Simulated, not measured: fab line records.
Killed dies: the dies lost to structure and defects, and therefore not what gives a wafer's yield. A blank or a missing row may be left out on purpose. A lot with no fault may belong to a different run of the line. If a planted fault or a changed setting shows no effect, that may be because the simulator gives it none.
2 desks, one fault + flow berkeley_cmos170 + every desk sees just its own numbers, and what lay behind them comes last

TOOL OWNER'S DESK, implanter-02
UCB170_PLDD_IMPLANT_09, tool's own readings: per-lot mean of the sampled wafers with a number, covering each lot this tool ran. Marked OUT: a lot whose mean sits more than 4 standard deviations from the usual mean, which makes it out of limits; the brackets give that distance.
Columns: A = beam_energy_keV at UCB170_PLDD_IMPLANT_09, usual 10.000; B = dose_ions_cm2 at UCB170_PLDD_IMPLANT_09, usual 4.999e+13; C = faraday_current_uA at UCB170_PLDD_IMPLANT_09, usual 155
| lot  | first seen here | A      | B                           | C            |
|------|-----------------|--------|-----------------------------|--------------|
| L304 | day 6 08:40     | 10.000 | 5.007e+13                   | 162          |
| L309 | day 7 06:02     | 10.002 | 4.997e+13                   | 159          |
| L317 | day 9 05:00     | 10.001 | 2.739e+13 (-99 or more) OUT | 87 (-13) OUT |
| L319 | day 9 18:23     | 10.001 | 2.751e+13 (-99 or more) OUT | 87 (-13) OUT |
This desk finds L317, L319 out of limits, L317 being first, at day 9 05:00 (dose_ions_cm2 at UCB170_PLDD_IMPLANT_09). L304, L309: within limits.

FROM THE METROLOGY DESK
Means of the sampled wafers that have a number, per lot and without regard to the tool the lot ran on: this is what the gauges read. Marked OUT: a lot whose mean sits more than 4 standard deviations from the usual mean, which makes it out of limits; the brackets give that distance.
Columns: A = FIELD_OXIDE_THK at UCB170_FIELD_THK_MEAS_02, usual 559 nm; B = FIELD_OXIDE_LEFT_1_THK at UCB170_FIELD_THK_MEAS_90, usual 443 nm; C = cd_nm at UCB170_PLDD_CD_MEAS_06, usual 1200.3 nm; D = PLDD_TW at UCB170_PLDD_TW_MEAS_11, usual 1019; E = PLDD_RS at UCB170_SDANNEAL_RS_MEAS_04, usual 1031.7 ohm/sq
| lot  | first seen here | A   | B   | C      | D             | E                |
|------|-----------------|-----|-----|--------|---------------|------------------|
| L305 | day 4 16:14     | 552 | 436 | 1201.1 | 1022          | 1036.3           |
| L304 | day 4 16:16     | 556 | 439 | 1198.7 | 1023          | 1033.1           |
| L306 | day 4 23:32     | 573 | 456 | 1200.2 | 1024          | 1031.3           |
| L308 | day 5 10:21     | 543 | 426 | 1199.0 | 1010          | 1034.7           |
| L309 | day 5 17:10     | 556 | 439 | 1200.9 | 1021          | 1034.6           |
| L310 | day 5 17:10     | 579 | 463 | 1201.2 | 1021          | 1032.9           |
| L314 | day 6 19:52     | 575 | 461 | 1200.6 | 1019          | 1031.7           |
| L317 | day 7 11:23     | 549 | 431 | 1200.3 | 945 (-11) OUT | 1261.2 (+92) OUT |
| L318 | day 7 11:27     | 558 | 440 | 1198.8 | 1006          | 1031.8           |
| L319 | day 7 23:06     | 559 | 442 | 1199.9 | 938 (-12) OUT | 1257.1 (+90) OUT |
| L321 | day 7 23:07     | 559 | 444 | 1198.2 | 1022          | 1032.8           |
| L322 | day 8 06:18     | 569 | 452 | 1202.1 | 1019          | 1030.3           |
| L324 | day 9 01:20     | 542 | 425 | 1202.4 | 1024          | 1029.8           |
| L326 | day 9 01:20     | 546 | 429 | 1200.4 | 1009          | 1034.9           |
Per this desk, out of limits: L317, L319; the first was L317, day 9 05:15 (PLDD_TW at UCB170_PLDD_TW_MEAS_11). L305, L304, L306, L308, L309, L310, L314, L318, L321, L322, L324, L326: within limits.

TAKEN TOGETHER
On L317, L319, at day 9 05:00, an alarm was possible from the tool owner's desk.
The metrology desk could have raised an alarm at day 9 05:15, on L317, L319.
All the named lots went through UCB170_PLDD_IMPLANT_09 on implanter-02.

WHAT THE SIMULATOR HAD INSERTED
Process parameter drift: implanter-02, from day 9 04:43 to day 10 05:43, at UCB170_PLDD_IMPLANT_09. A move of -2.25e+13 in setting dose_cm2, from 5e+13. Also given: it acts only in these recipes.
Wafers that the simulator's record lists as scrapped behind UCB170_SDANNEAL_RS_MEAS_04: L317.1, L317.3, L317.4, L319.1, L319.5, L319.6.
Lots struck among those shown: L317, L319.
Counting hours from when the fault started, the first reading out of limits came at 0 for the tool owner's desk and at 1 for the metrology desk.
